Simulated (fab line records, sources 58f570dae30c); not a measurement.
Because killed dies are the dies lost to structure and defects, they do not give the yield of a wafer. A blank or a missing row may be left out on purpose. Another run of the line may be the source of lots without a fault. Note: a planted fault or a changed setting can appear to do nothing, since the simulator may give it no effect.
fab line records + flow berkeleyCmos170
record
- lots=5
- wafers=23
route steps=331 shown V2@306 M3@319
startH: the number of hours between the record's first day and the start of the first shown wafer of the lot + waitH: time in hours since the lot's previous step + " identical to the entry in the row above + L1.1+2: a single row standing in for several wafers + - no value present, or no start provided + * or withheld: withheld + < > ~ a bound
route shown NAME@n: NAME is a module with steps in the file, n the number in the route of the first one + usual: mean/standard deviation taken from wafers without a fault + same: alike in all rows + chamber/n: place in a boat + sites: readings site by site + _std_site: their standard deviation + _edge_site: inner sites' mean taken away from outer sites' mean + radiusMm: how far each site lies from the wafer's centre + mask NAME#n: copy n + behind: the most recent tool/chamber to have shaped the wafer + hold: the reason the lot was held/the length of the hold in hours/how it ended + device: transistor that didn't switch, given as n, p or np + end of line: the tests these same wafers got at the end of their route + for a step that has no rows: nothing shown but its recipe + killed: count of dies lost to structure and defects at first sort (not the wafer's yield) + map: per-die view of a wafer (x killed, . not killed, _ where there is no die)
set.NAME: the setting as run; set.NAME@STEP: as run at that earlier step + model.NAME: the simulator's own value behind a step, which no gauge read
lots with deliberately changed settings; one table per step, one row per wafer
## steps
# step UCB170_V2_ETCH_14
# recipe
- chemistry=CHF3/CF4/Ar
- target=SiO2
- stopOn=Al
- CHF3_flow_sccm=45
- cf4FlowSccm=15
- Ar_flow_sccm=150
- pressureMtorr=200
- rfW=700
- targetDepthA=12500
- overEtchFrac=0.25
- timeS=291
| lot.wafer | tool       | chamber | startH | waitH | set.timeS | model.KrF_of_V2_COAT_07.thkNm |
|-----------|------------|---------|--------|-------|-----------|-------------------------------|
| L075.1    | rieDiel-01 | 1       | 165.17 | 0.0   | 291       | 616.4                         |
| L075.2    | "          | 0       | "      | "     | 291       | 612.2                         |
| L075.3    | "          | 2       | "      | "     | 291       | 608.6                         |
| L075.4    | "          | 3       | "      | "     | 316.2     | 577.4                         |
| L075.6    | "          | 3       | "      | "     | 316.2     | 579.4                         |
| L076.2    | rieDiel-03 | 2       | 170.17 | 0.0   | 291       | 612.7                         |
| L076.3    | "          | 0       | "      | "     | 291       | 600.8                         |
| L076.5    | "          | 0       | "      | "     | 291       | 601.2                         |
| L082.1    | rieDiel-03 | 2       | 191.61 | 0.0   | 332.9     | 568.5                         |
| L082.2    | "          | 1       | "      | "     | 332.9     | 557.6                         |
| L082.4    | "          | 0       | "      | "     | 291       | 593.5                         |
| L082.5    | "          | 1       | "      | "     | 291       | 598.5                         |
| L082.6    | "          | 0       | "      | "     | 332.9     | 553.8                         |
| L081.1    | rieDiel-01 | 3       | 191.72 | 0.0   | 291       | 600.7                         |
| L081.2    | "          | 2       | "      | "     | 291       | 602.4                         |
| L081.3    | "          | 1       | "      | "     | 291       | 617                           |
| L081.5    | "          | 3       | "      | "     | 291       | 602.1                         |
| L081.6    | "          | 2       | "      | "     | 291       | 605.6                         |
| L085.1    | rieDiel-03 | 1       | 198.54 | 0.0   | 275.8     | 614.4                         |
| L085.2    | "          | 0       | "      | "     | 291       | 601.3                         |
| L085.3    | "          | 2       | "      | "     | 291       | 610                           |
| L085.4    | "          | 3       | "      | "     | 275.8     | 625.5                         |
| L085.6    | "          | 0       | "      | "     | 275.8     | 615                           |
# step UCB170_V2_STRIP_15
# recipe
- chemistry=O2
- powerW=400
- pressureMtorr=3500
- platenTempC=withheld
- o2FlowSccm=400
- overashFraction=0.5
# usual
- stripTimeToEndpointS=15.28/0.18
| lot.wafer | tool           | chamber | startH | waitH | set.timeS@V2_ETCH_14 | stripTimeToEndpointS |
|-----------|----------------|---------|--------|-------|----------------------|----------------------|
| L075.1    | plasmaAsher-04 | 0       | 165.35 | 0.1   | 291                  | 15.45                |
| L075.2    | "              | 1       | "      | "     | 291                  | 15.35                |
| L075.3    | "              | 0       | "      | "     | 291                  | 15.29                |
| L075.4    | "              | 1       | "      | "     | 316.2                | 14.54                |
| L075.6    | "              | 1       | "      | "     | 316.2                | 14.59                |
| L076.2    | plasmaAsher-03 | 1       | 170.35 | 0.1   | 291                  | 15.37                |
| L076.3    | "              | 1       | "      | "     | 291                  | 15.09                |
| L076.5    | "              | 1       | "      | "     | 291                  | 15.10                |
| L082.1    | plasmaAsher-03 | 0       | 191.78 | 0.1   | 332.9                | 14.32                |
| L082.2    | "              | 1       | "      | "     | 332.9                | 14.08                |
| L082.4    | "              | 1       | "      | "     | 291                  | 14.92                |
| L082.5    | "              | 1       | "      | "     | 291                  | 15.03                |
| L082.6    | "              | 0       | "      | "     | 332.9                | 13.98                |
| L081.1    | plasmaAsher-01 | 1       | 191.90 | 0.1   | 291                  | 15.10                |
| L081.2    | "              | 0       | "      | "     | 291                  | 15.13                |
| L081.3    | "              | 0       | "      | "     | 291                  | 15.48                |
| L081.5    | "              | 1       | "      | "     | 291                  | 15.12                |
| L081.6    | "              | 0       | "      | "     | 291                  | 15.21                |
| L085.1    | plasmaAsher-03 | 0       | 198.72 | 0.1   | 275.8                | 15.40                |
| L085.2    | "              | 1       | "      | "     | 291                  | 15.10                |
| L085.3    | "              | 0       | "      | "     | 291                  | 15.30                |
| L085.4    | "              | 1       | "      | "     | 275.8                | 15.67                |
| L085.6    | "              | 0       | "      | "     | 275.8                | 15.42                |
# step UCB170_M3_COAT_10
# recipe
- resist=KrF
- spinRpm=1500
- resistThkNm=900
| lot.wafer | tool          | chamber | startH | waitH | set.spinRpm | model.KrF_of_M3_COAT_10.thkNm |
|-----------|---------------|---------|--------|-------|-------------|-------------------------------|
| L075.1    | lithoTrack-03 | 0       | -      | -     | 1500        | 902                           |
| L075.2    | "             | 0       | "      | "     | 1500        | 898.7                         |
| L075.3    | "             | 0       | "      | "     | 1500        | 899.6                         |
| L075.4    | "             | 0       | "      | "     | 1500        | 899                           |
| L075.6    | "             | 0       | "      | "     | 1500        | 898.1                         |
| L076.2    | lithoTrack-04 | 0       | -      | -     | 1500        | 900.9                         |
| L076.3    | "             | 0       | "      | "     | 1500        | 901                           |
| L076.5    | "             | 0       | "      | "     | 1500        | 898.9                         |
| L082.1    | lithoTrack-04 | 0       | -      | -     | 1500        | 899.6                         |
| L082.2    | "             | 0       | "      | "     | 1500        | 898.2                         |
| L082.4    | "             | 0       | "      | "     | 1437        | 921.2                         |
| L082.5    | "             | 0       | "      | "     | 1500        | 899.1                         |
| L082.6    | "             | 0       | "      | "     | 1437        | 920.6                         |
| L081.1    | lithoTrack-01 | 0       | -      | -     | 1449        | 914.5                         |
| L081.2    | "             | 0       | "      | "     | 1449        | 915.6                         |
| L081.3    | "             | 0       | "      | "     | 1500        | 898.4                         |
| L081.5    | "             | 0       | "      | "     | 1500        | 897.4                         |
| L081.6    | "             | 0       | "      | "     | 1449        | 914.9                         |
| L085.1    | lithoTrack-04 | 0       | -      | -     | 1500        | 901.9                         |
| L085.2    | "             | 0       | "      | "     | 1500        | 905                           |
| L085.3    | "             | 0       | "      | "     | 1500        | 901.7                         |
| L085.4    | "             | 0       | "      | "     | 1500        | 901.1                         |
| L085.6    | "             | 0       | "      | "     | 1500        | 898.5                         |
# step UCB170_M3_PEB_13
# recipe
- pebTempC=130
- pebTimeS=withheld
- resist=KrF
| lot.wafer      | tool          | chamber | startH | waitH | set.pebTempC |
|----------------|---------------|---------|--------|-------|--------------|
| L075.1+2+3+4+6 | lithoTrack-01 | 0       | 168.49 | 0.9   | 130          |
| L076.2+3+5     | lithoTrack-03 | 0       | 172.67 | 0.1   | 130          |
| L082.1+2       | lithoTrack-04 | 0       | 195.66 | 0.7   | 128.9        |
| L082.4+5+6     | "             | 0       | "      | "     | 130          |
| L081.1+3       | lithoTrack-04 | 0       | 195.93 | 0.6   | 130          |
| L081.2+5+6     | "             | 0       | "      | "     | 131.1        |
| L085.1+2+3     | lithoTrack-03 | 0       | 201.33 | 0.1   | 130          |
| L085.4+6       | "             | 0       | "      | "     | 128.7        |
# step UCB170_M3_DEVELOP_14
# recipe
- developer=TMAH
- developTimeS=45
- resist=KrF
- devTempC=21
# step UCB170_M3_CD_MEAS_15
# recipe
- targetCdNm=700
# usual
- cdNm=699.9/1.2
| lot.wafer | tool     | chamber | startH | waitH | set.pebTempC@M3_PEB_13 | cdNm  |
|-----------|----------|---------|--------|-------|------------------------|-------|
| L075.1    | cdSem-02 | -       | 168.76 | -     | 130                    | 701.7 |
| L075.2    | "        | -       | "      | "     | 130                    | 700.0 |
| L075.3    | "        | -       | "      | "     | 130                    | 699.5 |
| L075.4    | "        | -       | "      | "     | 130                    | 699.0 |
| L075.6    | "        | -       | "      | "     | 130                    | 699.7 |
| L076.2    | cdSem-02 | -       | 172.94 | -     | 130                    | 699.4 |
| L076.3    | "        | -       | "      | "     | 130                    | 699.5 |
| L076.5    | "        | -       | "      | "     | 130                    | 699.1 |
| L082.1    | cdSem-01 | -       | 195.93 | -     | 128.9                  | 708.9 |
| L082.2    | "        | -       | "      | "     | 128.9                  | 708.6 |
| L082.4    | "        | -       | "      | "     | 130                    | 703.2 |
| L082.5    | "        | -       | "      | "     | 130                    | 700.9 |
| L082.6    | "        | -       | "      | "     | 130                    | 701.7 |
| L081.1    | cdSem-01 | -       | 196.21 | -     | 130                    | 700.0 |
| L081.2    | "        | -       | "      | "     | 131.1                  | 693.9 |
| L081.3    | "        | -       | "      | "     | 130                    | 699.2 |
| L081.5    | "        | -       | "      | "     | 131.1                  | 692.5 |
| L081.6    | "        | -       | "      | "     | 131.1                  | 692.2 |
| L085.1    | cdSem-01 | -       | 201.60 | -     | 130                    | 700.0 |
| L085.2    | "        | -       | "      | "     | 130                    | 699.9 |
| L085.3    | "        | -       | "      | "     | 130                    | 698.9 |
| L085.4    | "        | -       | "      | "     | 128.7                  | 708.1 |
| L085.6    | "        | -       | "      | "     | 128.7                  | 708.7 |
# step UCB170_M3_ETCH_17
# recipe
- chemistry=N2/H2
- targetDepthA=withheld
- overetchA=withheld
- target=BARC
- timeS=withheld
- sourceW=500
- biasW=100
- pressureMtorr=30
- n2FlowSccm=100
- h2FlowSccm=200
| lot.wafer | tool       | chamber | startH | waitH | set.pebTempC@M3_PEB_13 | model.M3.cdNm |
|-----------|------------|---------|--------|-------|------------------------|---------------|
| L075.1    | rieDiel-02 | 3       | 168.92 | 0.0   | 130                    | 700.7         |
| L075.2    | "          | 2       | "      | "     | 130                    | 698.9         |
| L075.3    | "          | 1       | "      | "     | 130                    | 697.6         |
| L075.4    | "          | 0       | "      | "     | 130                    | 697.8         |
| L075.6    | "          | 0       | "      | "     | 130                    | 697.7         |
| L076.2    | rieDiel-02 | 3       | 173.07 | 0.0   | 130                    | 698.6         |
| L076.3    | "          | 2       | "      | "     | 130                    | 698.4         |
| L076.5    | "          | 0       | "      | "     | 130                    | 697.4         |
| L082.1    | rieDiel-02 | 0       | 196.09 | 0.0   | 128.9                  | 708.1         |
| L082.2    | "          | 3       | "      | "     | 128.9                  | 707.4         |
| L082.4    | "          | 2       | "      | "     | 130                    | 702.2         |
| L082.5+6  | "          | 2,3     | "      | "     | 130                    | 701           |
| L081.1    | rieDiel-04 | 1       | 196.36 | 0.0   | 130                    | 701.1         |
| L081.2+5  | "          | 2,3     | "      | "     | 131.1                  | 692.7         |
| L081.3    | "          | 0       | "      | "     | 130                    | 700.2         |
| L081.6    | "          | 0       | "      | "     | 131.1                  | 692.9         |
| L085.1    | rieDiel-01 | 3       | 201.76 | 0.0   | 130                    | 699.3         |
| L085.2    | "          | 2       | "      | "     | 130                    | 700.4         |
| L085.3    | "          | 0       | "      | "     | 130                    | 699.1         |
| L085.4    | "          | 1       | "      | "     | 128.7                  | 709.2         |
| L085.6    | "          | 1       | "      | "     | 128.7                  | 709.5         |
# step UCB170_M3_METAL_ETCH_18
# recipe
- chemistry=Cl2/BCl3
- target=Al
- stopOn=SiO2
- pressureMtorr=12
- targetDepthA=11700
- overEtchFrac=0.3
- timeS=195
- icpW=600
- biasW=120
- Cl2_flow_sccm=90
- bcl3FlowSccm=45
| lot.wafer | tool        | chamber | startH | waitH | set.pebTempC@M3_PEB_13 | model.M3.cdNm |
|-----------|-------------|---------|--------|-------|------------------------|---------------|
| L075.1    | rieMetal-03 | 1       | 168.96 | -     | 130                    | 695.6         |
| L075.2    | "           | 0       | "      | "     | 130                    | 698.5         |
| L075.3    | "           | 0       | "      | "     | 130                    | 697.7         |
| L075.4    | "           | 1       | "      | "     | 130                    | 692.6         |
| L075.6    | "           | 0       | "      | "     | 130                    | 697           |
| L076.2    | rieMetal-01 | 1       | 173.12 | -     | 130                    | 699.9         |
| L076.3    | "           | 1       | "      | "     | 130                    | 697.8         |
| L076.5    | "           | 1       | "      | "     | 130                    | 698.5         |
| L082.1    | rieMetal-03 | 0       | 196.13 | -     | 128.9                  | 710.8         |
| L082.2    | "           | 0       | "      | "     | 128.9                  | 708           |
| L082.4    | "           | 0       | "      | "     | 130                    | 702.3         |
| L082.5    | "           | 0       | "      | "     | 130                    | 702.5         |
| L082.6    | "           | 0       | "      | "     | 130                    | 700.4         |
| L081.1    | rieMetal-04 | 1       | 196.41 | -     | 130                    | 706.1         |
| L081.2    | "           | 1       | "      | "     | 131.1                  | 699           |
| L081.3    | "           | 1       | "      | "     | 130                    | 706.2         |
| L081.5    | "           | 1       | "      | "     | 131.1                  | 697.4         |
| L081.6    | "           | 1       | "      | "     | 131.1                  | 696.5         |
| L085.1    | rieMetal-01 | 0       | 201.80 | -     | 130                    | 702.3         |
| L085.2    | "           | 1       | "      | "     | 130                    | 702.9         |
| L085.3    | "           | 0       | "      | "     | 130                    | 696.2         |
| L085.4    | "           | 1       | "      | "     | 128.7                  | 707.3         |
| L085.6    | "           | 1       | "      | "     | 128.7                  | 710.2         |
# step UCB170_M3_STRIP_19
# recipe
- chemistry=O2
- powerW=400
- pressureMtorr=3500
- platenTempC=withheld
- o2FlowSccm=400
- overashFraction=0.5
# step UCB170_M3_CD_MEAS_90
# recipe
- targetCdNm=700
# usual
- cdNm=699/3.8
| lot.wafer | tool     | chamber | startH | waitH | set.pebTempC@M3_PEB_13 | cdNm |
|-----------|----------|---------|--------|-------|------------------------|------|
| L075.1    | cdSem-01 | -       | 169.25 | 0.1   | 130                    | 696  |
| L075.2    | "        | -       | "      | "     | 130                    | 699  |
| L075.3    | "        | -       | "      | "     | 130                    | 698  |
| L075.4    | "        | -       | "      | "     | 130                    | 692  |
| L075.6    | "        | -       | "      | "     | 130                    | 697  |
| L076.2    | cdSem-01 | -       | 173.42 | 0.1   | 130                    | 700  |
| L076.3    | "        | -       | "      | "     | 130                    | 698  |
| L076.5    | "        | -       | "      | "     | 130                    | 698  |
| L082.1    | cdSem-02 | -       | 196.61 | 0.1   | 128.9                  | 711  |
| L082.2    | "        | -       | "      | "     | 128.9                  | 708  |
| L082.4    | "        | -       | "      | "     | 130                    | 703  |
| L082.5    | "        | -       | "      | "     | 130                    | 703  |
| L082.6    | "        | -       | "      | "     | 130                    | 700  |
| L081.1    | cdSem-01 | -       | 196.88 | 0.1   | 130                    | 706  |
| L081.2    | "        | -       | "      | "     | 131.1                  | 699  |
| L081.3    | "        | -       | "      | "     | 130                    | 706  |
| L081.5    | "        | -       | "      | "     | 131.1                  | 698  |
| L081.6    | "        | -       | "      | "     | 131.1                  | 696  |
| L085.1    | cdSem-01 | -       | 202.09 | 0.1   | 130                    | 702  |
| L085.2    | "        | -       | "      | "     | 130                    | 703  |
| L085.3    | "        | -       | "      | "     | 130                    | 696  |
| L085.4    | "        | -       | "      | "     | 128.7                  | 707  |
| L085.6    | "        | -       | "      | "     | 128.7                  | 710  |
## key
split
- step=UCB170_V2_ETCH_14
- setting=timeS
- stated=291
- by=wafer
response
- step=UCB170_V2_ETCH_14
- reading=model.KrF_of_V2_COAT_07.thkNm
- change=-2.84
- per=1%
- r=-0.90
response
- step=UCB170_V2_STRIP_15
- reading=stripTimeToEndpointS
- change=*
- per=1%
- r=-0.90
split
- step=UCB170_M3_COAT_10
- setting=spinRpm
- stated=1500
- by=wafer
response
- step=UCB170_M3_COAT_10
- reading=model.KrF_of_M3_COAT_10.thkNm
- change=-5.14
- per=1%
- r=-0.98
split
- step=UCB170_M3_PEB_13
- setting=pebTempC
- stated=130
- by=wafer
response
- step=UCB170_M3_CD_MEAS_15
- reading=cdNm
- change=-8.34
- per=1%
- r=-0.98
response
- step=UCB170_M3_ETCH_17
- reading=model.M3.cdNm
- change=-8.94
- per=1%
- r=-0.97
response
- step=UCB170_M3_METAL_ETCH_18
- reading=model.M3.cdNm
- change=-9.03
- per=1%
- r=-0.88
response
- step=UCB170_M3_CD_MEAS_90
- reading=cdNm
- change=-8.99
- per=1%
- r=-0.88
